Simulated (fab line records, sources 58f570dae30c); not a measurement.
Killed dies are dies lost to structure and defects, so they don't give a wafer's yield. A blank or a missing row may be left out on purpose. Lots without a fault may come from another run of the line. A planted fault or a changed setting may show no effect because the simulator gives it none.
Chamber matching | flow berkeley_cmos170 | UCB170_M3_ETCH_17 on rie_diel-03: 4 sister chambers
The step etches BARC in N2/H2. 16 wafers are shown with their chamber, then 7 later ones without.

WAFERS WITH THEIR CHAMBER
wafer  | chamber | drypump_motor_current_A (A) | throttle_valve_pct (%) | oes_product_au (a.u.)
L646.1 | 0       | 6.3                         | 13.22                  | 1.012
L646.3 | 1       | 5.4                         | 13.48                  | 0.998
L646.6 | 1       | 5.4                         | 13.46                  | 1.010
L649.1 | 3       | 4.7                         | 13.19                  | 1.000
L649.4 | 3       | 4.7                         | 13.20                  | 0.999
L649.5 | 0       | 6.3                         | 13.24                  | 1.018
L647.2 | 2       | 5.7                         | 13.03                  | 0.975
L647.3 | 3       | 4.6                         | 13.19                  | 0.988
L647.5 | 0       | 6.3                         | 13.24                  | 1.015
L659.1 | 2       | 5.8                         | 13.02                  | 0.983
L659.6 | 1       | 5.4                         | 13.49                  | 1.009
L664.3 | 3       | 4.7                         | 13.20                  | 0.999
L664.5 | 0       | 6.3                         | 13.23                  | 1.013
L664.6 | 3       | 4.6                         | 13.19                  | 1.002
L662.3 | 0       | 6.3                         | 13.25                  | 1.024
L662.5 | 1       | 5.4                         | 13.46                  | 0.997

SIGNATURES (means of the wafers above)
reading                 | chamber 0 | chamber 1 | chamber 2 | chamber 3 | scatter within a chamber
drypump_motor_current_A | 6.300     | 5.400     | 5.750     | 4.660     | 0.0376
throttle_valve_pct      | 13.2360   | 13.4725   | 13.0250   | 13.1940   | 0.0107
oes_product_au          | 1.01640   | 1.00350   | 0.97900   | 0.99760   | 0.00571
Rule: a wafer's distance from a chamber is the root of the sum, over the readings, of the square of ((its reading less the chamber's mean) divided by the reading's scatter). The wafer belongs to the nearest chamber; if the next one is less than 2 further off, it can't be placed. The scatter: the root of (the sum of the squares of (reading less its chamber's mean) over the shown wafers, divided by (wafers less chambers)).

WAFERS WITHOUT THEIR CHAMBER
wafer  | drypump_motor_current_A (A) | throttle_valve_pct (%) | oes_product_au (a.u.)
L662.6 | 6.3                         | 13.24                  | 1.016
L667.4 | 4.6                         | 13.19                  | 0.998
L667.5 | 6.3                         | 13.25                  | 1.018
L667.6 | 5.7                         | 13.03                  | 0.980
L666.2 | 5.7                         | 13.02                  | 0.979
L666.3 | 4.6                         | 13.20                  | 1.003
L666.4 | 6.3                         | 13.23                  | 1.012

WHICH CHAMBER EACH WENT THROUGH
wafer  | from the rows above | in truth
L662.6 | 0                   | 0
L667.4 | 3                   | 3
L667.5 | 0                   | 0
L667.6 | 2                   | 2
L666.2 | 2                   | 2
L666.3 | 3                   | 3
L666.4 | 0                   | 0
Placed correctly: 7 of 7. Can't be placed from these rows: 0. Placed wrongly: 0.
